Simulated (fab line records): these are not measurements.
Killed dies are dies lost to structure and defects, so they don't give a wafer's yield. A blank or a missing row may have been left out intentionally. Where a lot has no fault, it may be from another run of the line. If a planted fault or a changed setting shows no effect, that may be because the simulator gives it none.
A lot that was struck, set against a sound lot / flow berkeley cmos170 / 44 out of 331 route steps
Sound: wafers L324.1, L324.2, L324.3. Wafers L336.2, L336.4, L336.6 were the ones struck. The cause is given at the end.
At each step with rows: each side's tool, then ch and its chambers, then its first start. Under that, the readings that differ: sound wafers / struck wafers / difference of the means / sigmas: that difference in standard deviations of wafers without a fault.
alike: a reading whose means differ by less than 2 such deviations, as well as words and numbers matching on both sides. not compared: withheld readings; readings where some wafer has no value; bounds like >300 that might hide an equal value; numbers whose values overlap and for which the record gives no deviation.
The two part at a step that has a row with sigmas, a row that says differs or no value, or rows on one side only. Non-overlapping numbers with no deviation appear without sigmas and do not part them. A reading that every wafer of one side lacks parts them only if that side has two wafers or more.

UCB170_GATE_STRIP_16: strips in O2.
  sound on plasma asher-04 ch 0,1, day 9 05:25; struck on plasma asher-03 ch 0,1, day 11 04:50
  alike: chamber pressure mTorr, drypump motor current A, oes product au
  not compared: rf hours counter h
UCB170_GATE_CD_MEAS_90 targets a cd of 350 nm.
  sound on cd sem-01 at day 9 05:31; struck on cd sem-01 at day 11 04:57
  alike: cd nm
then, 7 steps without rows for these wafers: UCB170_GATE_CLEAN_17 (cleans in SPM, time 600 s); UCB170_PLDD_HMDS_00 (prime time 60 s); UCB170_PLDD_COAT_01 (resist thk 900 nm); UCB170_PLDD_SOFTBAKE_02 (time 60 s); UCB170_PLDD_EXPOSE_03 (exposes mask PSELECT, target cd 1200 nm); UCB170_PLDD_PEB_04; UCB170_PLDD_DEVELOP_05 (develop time 45 s).
UCB170_PLDD_CD_MEAS_06 targets a cd of 1200 nm.
  sound on cd sem-02 at day 9 06:39; struck on cd sem-02 at day 11 06:05
reading=cd nm (nm); sound=1200.4 1200.7 1199.6; struck=1197.4 1197.0 1198.3; difference=-2.7; sigmas=-2
UCB170_PLDD_OVL_MEAS_07:
  sound on overlay-02 at day 9 06:46; struck on overlay-02 at day 11 06:11
reading=PLDD_OVL (nm); sound=7 0 -2; struck=-13 -8 -10; difference=-12; sigmas=-2
after that, 1 step had no rows for these wafers: UCB170_PLDD_IMPLANT_08.
UCB170_PLDD_IMPLANT_09:
  sound on implanter-04 ch 0, day 9 06:57; struck on implanter-01 ch 0, day 11 06:43
  alike: rotation deg
UCB170_PLDD_STRIP_10: strips in O2.
  sound on plasma asher-04 ch 0,1, day 9 07:06; struck on plasma asher-02 ch 0,1, day 11 06:50
  alike: chamber pressure mTorr, drypump motor current A, oes product au, strip time to endpoint s
  not compared: rf hours counter h
UCB170_PLDD_TW_MEAS_11:
  sound on film metro-04 at day 9 07:12; struck on film metro-02 at day 11 06:57
reading=PLDD_TW; sound=1011 1010 1001; struck=1133 1137 1134; difference=+127; sigmas=+16
then, 7 steps without rows for these wafers: UCB170_PLDD_CLEAN_12 (cleans in SPM, time 600 s); UCB170_NLDD_HMDS_00 (prime time 60 s); UCB170_NLDD_COAT_01 (resist thk 900 nm); UCB170_NLDD_SOFTBAKE_02 (time 60 s); UCB170_NLDD_EXPOSE_03 (exposes mask NSELECT, target cd 1200 nm); UCB170_NLDD_PEB_04; UCB170_NLDD_DEVELOP_05 (develop time 45 s).
UCB170_NLDD_CD_MEAS_06 targets a cd of 1200 nm.
  sound on cd sem-02 at day 9 08:35; struck on cd sem-02 at day 11 08:14
  alike: cd nm
UCB170_NLDD_OVL_MEAS_07:
  sound on overlay-02 at day 9 08:43; struck on overlay-01 at day 11 08:20
  alike: NLDD_OVL
then, 2 steps without rows for these wafers: UCB170_NLDD_IMPLANT_08; UCB170_NLDD_IMPLANT_09.
UCB170_NLDD_STRIP_10: strips in O2.
  sound on plasma asher-04 ch 0,1, day 9 09:02; struck on plasma asher-02 ch 0,1, day 11 08:46
  alike: chamber pressure mTorr, drypump motor current A, oes product au, strip time to endpoint s
  not compared: rf hours counter h
UCB170_NLDD_TW_MEAS_11:
  sound on film metro-04 at day 9 09:08; struck on film metro-01 at day 11 08:52
  alike: NLDD_TW
then, 1 step without rows for these wafers: UCB170_NLDD_CLEAN_12 (cleans in SPM, time 600 s).
UCB170_SPACER_CVD_00: deposits SiO2 from TEOS/O2, target thk 376 nm, time 47 s.
  sound on pecvd-03 ch 0,1,2, day 9 09:23; struck on pecvd-04 ch 0,1,2, day 11 09:13
  alike: heater power w
UCB170_SPACER_THK_MEAS_01:
  sound on film metro-04 at day 9 09:25; struck on film metro-03 at day 11 09:16
  alike: SPACER_TEOS_THK
then, 1 step without rows for these wafers: UCB170_SPACER_ANNEAL_02 (time 1800 s).
UCB170_SPACER_ETCHBACK_03: etches SiO2 in CHF3/CF4/Ar, stops on Si, target depth 376 nm, time 100 s.
  sound on rie diel-04 ch 0,2,3, day 9 16:51; struck on rie diel-03 ch 0,3, day 11 18:48
  alike: cf4 flow sccm, chamber pressure mTorr, drypump motor current A, oes product au, throttle valve pct
  not compared: rf hours counter h
then, 6 steps without rows for these wafers: UCB170_PSD_HMDS_00 (prime time 60 s); UCB170_PSD_COAT_01 (resist thk 900 nm); UCB170_PSD_SOFTBAKE_02 (time 60 s); UCB170_PSD_EXPOSE_03 (exposes mask PSELECT MOD, target cd 1200 nm); UCB170_PSD_PEB_04; UCB170_PSD_DEVELOP_05 (develop time 45 s).
UCB170_PSD_CD_MEAS_06 targets a cd of 1200 nm.
  sound on cd sem-01 at day 9 17:58; struck on cd sem-01 at day 11 20:16
  alike: cd nm
UCB170_PSD_OVL_MEAS_07:
  sound on overlay-02 at day 9 18:05; struck on overlay-01 at day 11 20:22
  alike: PSD_OVL
after that, 1 step had no rows for these wafers: UCB170_PSD_IMPLANT_08.
UCB170_SDANNEAL_RS_MEAS_04: measures by four-point-probe.
  sound on film metro-01 at day 9 21:23; struck on film metro-01 at day 12 02:26
reading=PLDD_RS (ohm/sq); sound=1031 1030 1033; struck=754 756 754; difference=-277; sigmas=-79
UCB170_M3_PROBE_99:
  only the struck wafers here have rows in the record (prober-01, day 12 22:29); the sound ones have none

## WHERE THEY PART
Last at UCB170_M3_PROBE_99 as far as this record goes, first at UCB170_PLDD_CD_MEAS_06.

WHY: what had been put in by the simulator
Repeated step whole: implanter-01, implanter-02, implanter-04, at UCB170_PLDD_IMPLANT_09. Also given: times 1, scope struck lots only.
